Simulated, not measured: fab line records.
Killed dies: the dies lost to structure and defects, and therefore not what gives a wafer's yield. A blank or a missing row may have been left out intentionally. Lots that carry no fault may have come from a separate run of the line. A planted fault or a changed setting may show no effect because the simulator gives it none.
fab line records | flow berkeley-cmos170
[record] lots = 14 wafers = 42 last-day = 12
route steps=331 shown NWELL@23 PWELL@37 FIELD@96
lots with no fault: from the same line, run without faults
start-h: start of the lot's first displayed wafer, in hours after the record's first day | wait-h: hours elapsed since this lot's preceding step | " repeats the value in the row above | L1.1+2: a single row standing in for several wafers | - no value present, or no start provided | * or withheld: withheld | < > ~ a bound
route shown NAME@n: names a module that has steps shown in the file, with the first one's number in the route | usual: average and standard deviation across the fault-free wafers | same: alike in all rows | chamber/n: place in a boat | sites: the reading at each site | _std_site: the standard deviation of these | _edge_site: mean of outer sites minus mean of inner sites | radius-mm: how far each site lies from the wafer's centre | mask NAME#n: copy n | behind: the most recent tool/chamber to have shaped the wafer | hold: why the lot went on hold/how many hours it stayed there/how the hold came to an end | device: which transistor (n, p or np) failed to switch | end of line: at the end of the route, the tests of the same wafers | a step given without rows: its recipe and nothing more | killed: at the first sort, the dies lost to defects and structure; wafer yield is something else | map: a wafer's dies, x killed, . not, _ none there
set.NAME: the run value of the setting; set.NAME@STEP: its run value at that earlier step | model.NAME: the simulator's own value behind a step, which no gauge read
one table for each step of the route and one row for each wafer, over a sample of lots
services: the hour from which a tool's chamber was out of use, counted from the record's first day as start-h (under 0 if before that day), plus the number of hours and why
[[steps]]
[step UCB170_NWELL_EXPOSE_09]
[recipe] mask-id = NWELL target-cd-nm = 3000 na = 0.5 sigma-outer = 0.6 source-shape = conventional dose-mj = 25
[usual] exposure-dose-mJ-cm2 = 25.002/0.026 focus-offset-nm = 0.1/0.54 reticle-temp-C = 23.01/0.11 stage-vel-mm-s = 500.02/0.28
// columns lot.wafer tool chamber start-h wait-h mask exposure-dose-mJ-cm2 focus-offset-nm reticle-temp-C stage-vel-mm-s
L744.2 krf-scanner-01 0 45.73 0.1 NWELL#0 25.026 0.2 23.03 500.00
L744.3 " 0 " " NWELL#0 25.029 0.4 22.99 499.94
L744.5 " 0 " " NWELL#0 24.975 0.2 22.96 499.68
L743.1 krf-scanner-01 0 45.83 0.2 NWELL#0 25.026 -0.7 22.97 499.79
L743.2 " 0 " " NWELL#0 25.010 0.2 22.95 499.82
L743.6 " 0 " " NWELL#0 25.018 -0.2 23.07 499.38
L745.1 krf-scanner-02 0 54.01 0.2 NWELL#0 24.978 1.1 23.24 500.08
L745.2 " 0 " " NWELL#0 24.975 0.3 23.07 500.00
L745.5 " 0 " " NWELL#0 24.982 0.1 23.14 500.40
L746.1 krf-scanner-01 0 54.26 0.5 NWELL#0 24.984 0.3 23.23 499.94
L746.3 " 0 " " NWELL#0 25.039 -0.6 23.02 499.79
L746.6 " 0 " " NWELL#0 25.043 0.6 23.10 499.98
L748.3 krf-scanner-02 0 69.97 0.4 NWELL#0 24.992 -0.5 22.89 499.96
L748.5 " 0 " " NWELL#0 24.973 0.0 22.89 500.14
L748.6 " 0 " " NWELL#0 24.997 0.3 22.93 499.90
L749.1 krf-scanner-01 0 78.25 0.1 NWELL#0 24.987 -0.5 22.81 500.06
L749.2 " 0 " " NWELL#0 24.920 -0.9 22.90 500.16
L749.6 " 0 " " NWELL#0 24.951 -0.4 22.88 499.96
L750.1 krf-scanner-01 0 80.82 0.1 NWELL#0 24.974 -0.2 23.12 500.11
L750.2 " 0 " " NWELL#0 25.003 -0.5 22.83 499.97
L750.6 " 0 " " NWELL#0 24.988 0.6 22.89 500.47
L753.2 krf-scanner-01 0 92.49 0.1 NWELL#0 25.006 0.4 23.01 499.57
L753.5 " 0 " " NWELL#0 25.015 0.2 23.11 499.73
L753.6 " 0 " " NWELL#0 25.027 0.8 23.01 499.68
L756.3 krf-scanner-01 - 108.95 0.1 NWELL#0 - - - -
L756.4 " - " " NWELL#0 - - - -
L756.6 " - " " NWELL#0 - - - -
L757.2 krf-scanner-02 - 109.17 0.4 NWELL#0 - - - -
L757.3 " - " " NWELL#0 - - - -
L757.4 " - " " NWELL#0 - - - -
L760.3 krf-scanner-01 0 128.98 0.1 NWELL#0 25.004 0.1 22.95 499.78
L760.4 " 0 " " NWELL#0 25.035 -0.2 22.91 499.99
L760.6 " 0 " " NWELL#0 25.033 0.9 22.92 500.43
L762.1 krf-scanner-02 0 139.71 0.2 NWELL#0 25.028 0.0 23.03 500.27
L762.4 " 0 " " NWELL#0 25.020 -0.4 23.15 500.42
L762.6 " 0 " " NWELL#0 25.022 -0.3 22.96 500.47
L764.1 krf-scanner-02 0 139.83 0.4 NWELL#0 25.036 -0.8 22.97 499.86
L764.4 " 0 " " NWELL#0 25.007 -0.2 22.98 500.18
L764.5 " 0 " " NWELL#0 25.031 0.9 22.92 500.19
L765.3 krf-scanner-01 0 154.42 0.3 NWELL#0 25.033 -0.1 23.00 500.77
L765.4 " 0 " " NWELL#0 25.004 -0.1 22.83 499.95
L765.6 " 0 " " NWELL#0 25.013 0.1 23.02 499.84
[step UCB170_PWELL_THK_MEAS_03]
[recipe] reads = SiO2_of_PWELL_OXIDATION_02
[usual] PWELL_OXIDE_THK = 26.5/0.58
// columns lot.wafer tool chamber start-h wait-h PWELL_OXIDE_THK[nm]
L743.1 film-metro-04 - 61.65 0.0 26.1
L743.2 " - " " 25.3
L743.6 " - " " 25.9
L745.1 film-metro-03 - 61.65 0.0 26.1
L745.2 " - " " 26.5
L745.5 " - " " 26.3
L744.2 film-metro-02 - 61.66 0.0 26.1
L744.3 " - " " 26.7
L744.5 " - " " 26.3
L746.1 film-metro-04 - 61.71 0.1 26.4
L746.3 " - " " 26.6
L746.6 " - " " 26.3
L748.3 film-metro-04 - 79.38 0.0 25.6
L748.5 " - " " 26.2
L748.6 " - " " 26.4
L749.1 film-metro-04 - 90.06 0.0 26.2
L749.2 " - " " 25.9
L749.6 " - " " 25.9
L750.1 film-metro-03 - 90.06 0.0 27.4
L750.2 " - " " 27.5
L750.6 " - " " 27.5
L753.2 film-metro-03 - 105.84 0.0 27.3
L753.5 " - " " 27.5
L753.6 " - " " 27.6
L760.3 film-metro-03 - 136.80 0.0 26.1
L760.4 " - " " 25.8
L760.6 " - " " 25.9
L762.1 film-metro-03 - 150.16 0.0 27.0
L762.4 " - " " 26.9
L762.6 " - " " 27.2
L764.1 film-metro-04 - 150.16 0.0 26.9
L764.4 " - " " 26.4
L764.5 " - " " 26.4
L765.3 film-metro-03 - 163.40 0.1 26.5
L765.4 " - " " 25.9
L765.6 " - " " 26.3
[step UCB170_PWELL_OVL_MEAS_13]
[usual] PWELL_OVL = -2/5.6
// columns lot.wafer tool chamber start-h wait-h PWELL_OVL[nm]
L744.2 overlay-02 - 73.65 - 2
L744.3 " - " " -4
L744.5 " - " " -6
L745.1 overlay-01 - 73.91 - -10
L745.2 " - " " -2
L745.5 " - " " -5
L743.1 overlay-01 - 74.12 - 6
L743.2 " - " " 10
L743.6 " - " " 3
L746.1 overlay-02 - 74.36 - -7
L746.3 " - " " -4
L746.6 " - " " -3
L748.3 overlay-02 - 87.31 - -6
L748.5 " - " " -1
L748.6 " - " " 1
L749.1 overlay-02 - 99.74 - -6
L749.2 " - " " -1
L749.6 " - " " -6
L750.1 overlay-01 - 100.46 - 3
L750.2 " - " " 13
L750.6 " - " " 9
L753.2 overlay-02 - 117.53 - 2
L753.5 " - " " 2
L753.6 " - " " 1
L760.3 overlay-01 - 146.54 - -2
L760.4 " - " " -2
L760.6 " - " " -5
L764.1 overlay-02 - 159.47 - -5
L764.4 " - " " -3
L764.5 " - " " -10
L762.1 overlay-02 - 159.86 - -1
L762.4 " - " " 8
L762.6 " - " " 7
L765.3 overlay-01 - 170.91 - 10
L765.4 " - " " 10
L765.6 " - " " 11
[step UCB170_FIELD_THK_MEAS_90]
[recipe] reads = SiO2_of_FIELD_OXIDATION_01
[usual] FIELD_OXIDE_LEFT_1_THK = 448/10
// columns lot.wafer tool chamber start-h wait-h FIELD_OXIDE_LEFT_1_THK[nm]
L743.1 film-metro-03 - 127.03 0.0 456
L743.2 " - " " 457
L743.6 " - " " 459
L745.1 film-metro-04 - 127.03 0.0 461
L745.2 " - " " 464
L745.5 " - " " 462
L744.2 film-metro-02 - 127.04 0.0 462
L744.3 " - " " 457
L744.5 " - " " 475
L746.1 film-metro-04 - 127.09 0.1 451
L746.3 " - " " 451
L746.6 " - " " 454
L748.3 film-metro-03 - 142.99 0.0 445
L748.5 " - " " 444
L748.6 " - " " 428
L749.1 film-metro-03 - 148.88 0.0 456
L749.2 " - " " 456
L749.6 " - " " 454
L750.1 film-metro-04 - 148.88 0.0 449
L750.2 " - " " 448
L750.6 " - " " 449
L753.2 film-metro-04 - 165.48 0.0 430
L753.5 " - " " 422
L753.6 " - " " 431
L760.3 film-metro-03 - 196.28 0.1 440
L760.4 " - " " 439
L760.6 " - " " 421
L764.1 film-metro-04 - 209.09 0.0 467
L764.4 " - " " 465
L764.5 " - " " 465
L762.1 film-metro-03 - 209.13 0.0 457
L762.4 " - " " 450
L762.6 " - " " 453
L765.3 film-metro-03 - 225.92 0.0 449
L765.4 " - " " 449
L765.6 " - " " 447
[[services]]
// columns tool chamber start-h hours kind
krf-scanner-01 - 57.54 0.8 pm
krf-scanner-02 - 76.92 1.0 pm
krf-scanner-01 - 85.73 0.8 pm
krf-scanner-02 - 101.18 0.8 pm
krf-scanner-02 - 153.91 13.2 repair
[[key]]
[first-sign] step = UCB170_NWELL_EXPOSE_09 reading = tool-record direction = missing
effect none on later readings
met-at UCB170_NWELL_EXPOSE_09
struck-lots L756,L757
later-rows-left-out L756.3,L756.4,L756.6,L757.2,L757.3,L757.4
sort-left-out L756.3,L756.4,L756.6,L757.2,L757.3,L757.4
tester-left-out L756,L757
not-acting-at UCB170_PWELL_THK_MEAS_03,UCB170_PWELL_OVL_MEAS_13,UCB170_FIELD_THK_MEAS_90
onset-between 92.49 108.95
[fault] kind = skipped-step-whole tool = krf-scanner-01,krf-scanner-02 chamber = - onset-h = 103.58 steps = UCB170_NWELL_EXPOSE_09 scope = struck-lots-only
// tester-left-out: of these lots the tester's yield and bins aren't shown, on N5 and GAA mostly nor the transistor test; their killed dies are dies lost to structure and defects alone, not to doping, threshold or leakage, so they don't give the yield
// sort-left-out: the simulated sort isn't trusted on such a fault, so these wafers' sort isn't shown, and their yield isn't known
// later-rows-left-out: the simulator's readings of these wafers behind a module that went badly wrong aren't trusted and aren't shown, but for the sort
